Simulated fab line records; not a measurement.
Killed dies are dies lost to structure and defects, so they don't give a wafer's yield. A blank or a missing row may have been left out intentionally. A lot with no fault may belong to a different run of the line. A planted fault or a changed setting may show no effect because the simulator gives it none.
Chamber matching    flow berkeley_cmos170    UCB170_NWELL_ETCH_13 on rie_diel-03: 4 sister chambers
The step etches Si3N4 in CH3F/Ar/O2, stops on SiO2, target depth 246.4 nm, time 154 s. 4 wafers are shown with their chamber, then 7 later ones without.

== WAFERS PAIRED WITH THEIR CHAMBERS ==
wafer   chamber  throttle_valve_pct (%)
L522.1  1        8.03
L527.4  0        7.96
L530.2  3        7.85
L530.3  2        8.09

== WAFERS WITH NO CHAMBER GIVEN ==
wafer   throttle_valve_pct (%)
L530.5  7.84
L532.1  8.10
L532.3  7.85
L532.4  7.97
L534.2  8.02
L534.4  7.97
L534.6  7.97

== WHICH CHAMBER EACH WENT THROUGH ==
wafer   from the rows above  in truth
L530.5  3                    3
L532.1  2                    2
L532.3  3                    3
L532.4  0                    0
L534.2  1                    1
L534.4  0                    0
L534.6  0                    0
Correct placement for 7 of the 7. Left unplaced by these rows: 0. 0 placed wrongly.
How it was worked out, from the rows above alone: a wafer's distance from a chamber is the root of the sum, over the readings, of the square of ((its reading less the chamber's mean) divided by the reading's scatter). The wafer belongs to the nearest chamber; if the next one is less than 2 further off, it can't be placed. For every chamber, the mean is computed from those of its wafers that are shown. The scatter: root of mean squared gap, hidden wafer to nearest shown wafer, with one shown wafer a chamber.
